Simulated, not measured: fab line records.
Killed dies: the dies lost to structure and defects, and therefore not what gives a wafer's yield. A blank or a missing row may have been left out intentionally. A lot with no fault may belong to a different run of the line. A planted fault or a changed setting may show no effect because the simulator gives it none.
Lot-split experiment | flow berkeley_cmos170 | 23 wafers read across 5 lots, on a route 331 steps long

## THE SPLIT
At UCB170_PLDD_PEB_04, the setting peb_temp_c was moved away from the recipe's 130 C on 9 of the 23 wafers read, by -2.9% to -2.5%. For the rest of the wafers, this setting stayed at what the recipe calls for.

## BETWEEN THE SPLIT AND THE READING: the file shows 1 step in between
- UCB170_PLDD_DEVELOP_05: develop time 45 s

## THE READING
cd_nm (nm) at UCB170_PLDD_CD_MEAS_06, where the cd target is 1200 nm. Typical for fault-free wafers on this fab line: 1199.3 nm, with standard deviation 1.2 nm.

wafer  | tool, chamber at the split | peb_temp_c as run, C | against the recipe | cd_nm, nm | against lot-mates on the recipe
L075.1 | litho_track-03, 0          | 130                  | recipe             | 1199.3    | -
L075.2 | litho_track-03, 0          | 126.2                | -2.9%              | 1168.3    | -30.0
L075.3 | litho_track-03, 0          | 126.2                | -2.9%              | 1168.1    | -30.2
L075.4 | litho_track-03, 0          | 130                  | recipe             | 1197.7    | -
L075.6 | litho_track-03, 0          | 130                  | recipe             | 1197.9    | -
L074.1 | litho_track-04, 0          | 130                  | recipe             | 1198.9    | -
L074.3 | litho_track-04, 0          | 130                  | recipe             | 1200.1    | -
L074.4 | litho_track-04, 0          | 130                  | recipe             | 1199.3    | -
L079.1 | litho_track-03, 0          | 130                  | recipe             | 1199.4    | -
L079.2 | litho_track-03, 0          | 130                  | recipe             | 1198.9    | -
L079.3 | litho_track-03, 0          | 126.8                | -2.5%              | 1174.9    | -24.3
L079.4 | litho_track-03, 0          | 126.8                | -2.5%              | 1174.7    | -24.5
L079.5 | litho_track-03, 0          | 130                  | recipe             | 1199.2    | -
L081.1 | litho_track-04, 0          | 130                  | recipe             | 1198.5    | -
L081.2 | litho_track-04, 0          | 126.8                | -2.5%              | 1173.4    | -25.6
L081.3 | litho_track-04, 0          | 126.8                | -2.5%              | 1173.0    | -26.0
L081.5 | litho_track-04, 0          | 130                  | recipe             | 1199.6    | -
L081.6 | litho_track-04, 0          | 126.8                | -2.5%              | 1174.3    | -24.8
L083.1 | litho_track-01, 0          | 130                  | recipe             | 1200.2    | -
L083.2 | litho_track-01, 0          | 126.6                | -2.6%              | 1173.4    | -26.7
L083.3 | litho_track-01, 0          | 130                  | recipe             | 1200.4    | -
L083.5 | litho_track-01, 0          | 130                  | recipe             | 1199.6    | -
L083.6 | litho_track-01, 0          | 126.6                | -2.6%              | 1174.7    | -25.4

THE FIT
A straight line over all 23 wafers: cd_nm changes by +10.2 nm for each +1% of peb_temp_c; r = +1.00; the points scatter about the line by 0.96 nm.
The same after taking each lot's own level away (the mean of its wafers on the recipe; 23 wafers): +10.2 nm for each +1%; r = +1.00; scatter 0.6 nm.
The reading moves by 30 nm for the largest change in peb_temp_c, on that fit.
The lots' own levels span 1198.30 to 1200.07 nm, that is 1.5 times the standard deviation above.
So the lot-to-lot level changes the slope little: the two slopes agree.
Check: with one of the wafers moved furthest among these (-2.9%) left out of the fit, the line predicts -29.6 nm for it against its lot-mates. It came out at -30 nm against them.

## FURTHER SPLITS ON THESE WAFERS
Other splits were also applied to these wafers ahead of the reading. Each is held against what the fit with the lots' levels taken away leaves over:
other split on the same wafers      | wafers away from the commonest value | r with cd_nm (lot level and that fit taken away)
UCB170_START_OXIDATION_02 temp_c    | 10                                   | +0.30
UCB170_NWELL_CVD_04 pressure_mtorr  | 18                                   | +0.23
UCB170_PWELL_ETCH_14 time_s         | 6                                    | +0.11
UCB170_PWELL_IMPLANT_15 tilt_deg    | 10                                   | +0.01
UCB170_ACTIVE_COAT_08 resist_thk_nm | 5                                    | +0.25
UCB170_ACTIVE_STRIP_16 power_w      | 9                                    | -0.21
UCB170_PFIELD_COAT_01 resist_thk_nm | 6                                    | +0.13
UCB170_PVT_COAT_01 spin_rpm         | 4                                    | -0.34
UCB170_PVT_IMPLANT_07 dose_cm2      | 3                                    | -0.32

## THE FILE'S OWN FIT
cd_nm changes by +10.1 nm for each +1% of peb_temp_c, r = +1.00.
